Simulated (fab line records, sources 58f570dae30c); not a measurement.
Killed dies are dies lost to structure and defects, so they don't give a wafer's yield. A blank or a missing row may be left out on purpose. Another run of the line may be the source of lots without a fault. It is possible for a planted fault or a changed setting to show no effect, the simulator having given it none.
Which tool was responsible? ; flow berkeley cmos170 ; 7 lots, 21 wafers sampled, at 2 steps of a route of 331

## WHAT THE GAUGES READ, wafer by wafer
UCB170_M1_RS_MEAS_01: measurement is done with a four-point probe.
lot;measured;on;M1_AL_RS (ohm/sq)
L664;day 6 20:20;film metro-04;0.0486 0.0489 0.0488
L668;day 8 05:21;film metro-01;0.0482 0.0479 0.0485
L676;day 8 14:35;film metro-04;0.0486 0.0482 0.0479
L671;day 8 15:19;film metro-04;0.0707 0.0698 0.0702
L680;day 10 05:48;film metro-03;0.0484 0.0482 0.0480
L684;day 10 23:35;film metro-01;0.0482 0.0481 0.0485
L685;day 11 07:49;film metro-04;0.0480 0.0484 0.0479

## TOOL THAT RAN EACH LOT (tool first, then ch and the chambers of the sampled wafers, then the start)
lot;UCB170_M1_SPUTTER_00
L664;pvd sputter-03, day 6 20:17
L668;pvd sputter-04, day 8 05:17
L676;pvd sputter-04, day 8 14:31
L671;pvd sputter-02, day 8 15:15
L680;pvd sputter-03, day 10 05:42
L684;pvd sputter-03, day 10 23:30
L685;pvd sputter-04, day 11 07:44
- UCB170_M1_SPUTTER_00: material Al, target thk 600 nm, time 80 s.

## THE ANSWER, worked out from the rows above alone
Rule: what is usual is taken from the lots themselves. The widest of any qualifying gaps counts: lots, ordered by their means at a reading, are off when they make up no more than a third of the lots, leave a main group of 4 or more, and stand apart from it by 3 or more times the standard deviation of that group's means. The tables above print the reading to a certain number of digits; a main group whose means all agree to those digits is not used. A lot without any number at a reading at which 4 lots or more have one is off too. Any other lot the step has rows for is counted as sound.
Off: L671, seen at UCB170_M1_RS_MEAS_01 (M1_AL_RS). The main group has a mean of 0.0483 ohm/sq with a standard deviation of 0.00022.
A tool fits if, at a process step before that reading, it ran every lot that is off, and no sound lot after the first of them. Those tools and the gauges at UCB170_M1_RS_MEAS_01 are tried in the same way. One fits: pvd sputter-02 at UCB170_M1_SPUTTER_00. It ran no sound lot before its first lot that is off in this sample, so the start can't be narrowed down.

## WHAT WAS PUT IN BY THE SIMULATOR
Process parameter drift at UCB170_M1_SPUTTER_00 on pvd sputter-02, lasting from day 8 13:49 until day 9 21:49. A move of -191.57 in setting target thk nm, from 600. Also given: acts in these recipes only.
Struck lots among those shown: L671. Same finding as the rule above.
